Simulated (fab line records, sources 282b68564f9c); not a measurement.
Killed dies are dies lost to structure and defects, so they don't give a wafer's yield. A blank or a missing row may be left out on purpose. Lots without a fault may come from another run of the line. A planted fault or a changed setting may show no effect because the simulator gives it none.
Split-lot experiment | flow rit_cmos | 5 lots, 23 wafers read, on a route of 202 steps

THE SPLIT
At RIT_SPACER_CVD_03 (deposits Si3N4 from SiH2Cl2/NH3, target thk 250 nm, time 3300 s), the setting sih2cl2_flow_sccm was moved away from the recipe's 60 sccm on 15 of the 23 wafers read, by -11.5% to -7.7%. The other wafers ran this setting at the recipe's value.

The reading is taken at the split's own step.

THE READING
Si3N4_of_SPACER_CVD_03.thk_nm (the simulator's own value, which no gauge read), in nm, at RIT_SPACER_CVD_03 (deposits Si3N4 from SiH2Cl2/NH3, target thk 250 nm, time 3300 s). The file gives no usual value for it. The 8 wafers here that ran the recipe average 253.3 nm, standard deviation 2 nm.

wafer  | tool, chamber at the split | sih2cl2_flow_sccm as run, sccm | against the recipe | Si3N4_of_SPACER_CVD_03.thk_nm, nm | against lot-mates on the recipe
L076.1 | -, -                       | 55.36                          | -7.7%              | 244.4                             | no lot-mate on the recipe
L076.3 | -, -                       | 55.36                          | -7.7%              | 243.7                             | no lot-mate on the recipe
L076.6 | -, -                       | 55.36                          | -7.7%              | 243.7                             | no lot-mate on the recipe
L076.4 | -, -                       | 55.36                          | -7.7%              | 244                               | no lot-mate on the recipe
L076.5 | -, -                       | 55.36                          | -7.7%              | 243.1                             | no lot-mate on the recipe
L078.1 | -, -                       | 55.4                           | -7.7%              | 250.7                             | no lot-mate on the recipe
L078.2 | -, -                       | 55.4                           | -7.7%              | 250.3                             | no lot-mate on the recipe
L078.3 | -, -                       | 55.4                           | -7.7%              | 249.8                             | no lot-mate on the recipe
L078.5 | -, -                       | 55.4                           | -7.7%              | 250.4                             | no lot-mate on the recipe
L078.6 | -, -                       | 55.4                           | -7.7%              | 249                               | no lot-mate on the recipe
L079.1 | -, -                       | 53.11                          | -11.5%             | 241.9                             | no lot-mate on the recipe
L079.2 | -, -                       | 53.11                          | -11.5%             | 242.1                             | no lot-mate on the recipe
L079.3 | -, -                       | 53.11                          | -11.5%             | 241.4                             | no lot-mate on the recipe
L079.4 | -, -                       | 53.11                          | -11.5%             | 243.4                             | no lot-mate on the recipe
L079.5 | -, -                       | 53.11                          | -11.5%             | 243.8                             | no lot-mate on the recipe
L082.3 | lpcvd-01, 1                | 60                             | recipe             | 250.2                             | -
L082.5 | lpcvd-01, 1                | 60                             | recipe             | 250.5                             | -
L082.6 | lpcvd-01, 1                | 60                             | recipe             | 251.9                             | -
L084.2 | -, -                       | 60                             | recipe             | 254.2                             | -
L084.3 | -, -                       | 60                             | recipe             | 253.7                             | -
L084.4 | -, -                       | 60                             | recipe             | 255.1                             | -
L084.5 | -, -                       | 60                             | recipe             | 255.8                             | -
L084.6 | -, -                       | 60                             | recipe             | 254.8                             | -

THE FIT
A straight line over all 23 wafers: Si3N4_of_SPACER_CVD_03.thk_nm changes by +0.905 nm for each +1% of sih2cl2_flow_sccm; r = +0.86; the points scatter about the line by 2.6 nm.
Too few moved wafers have a lot-mate on the recipe to fit a line with each lot's own level taken away.

THE FILE'S OWN FIT
Si3N4_of_SPACER_CVD_03.thk_nm changes by +0.906 nm for each +1% of sih2cl2_flow_sccm, r = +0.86.
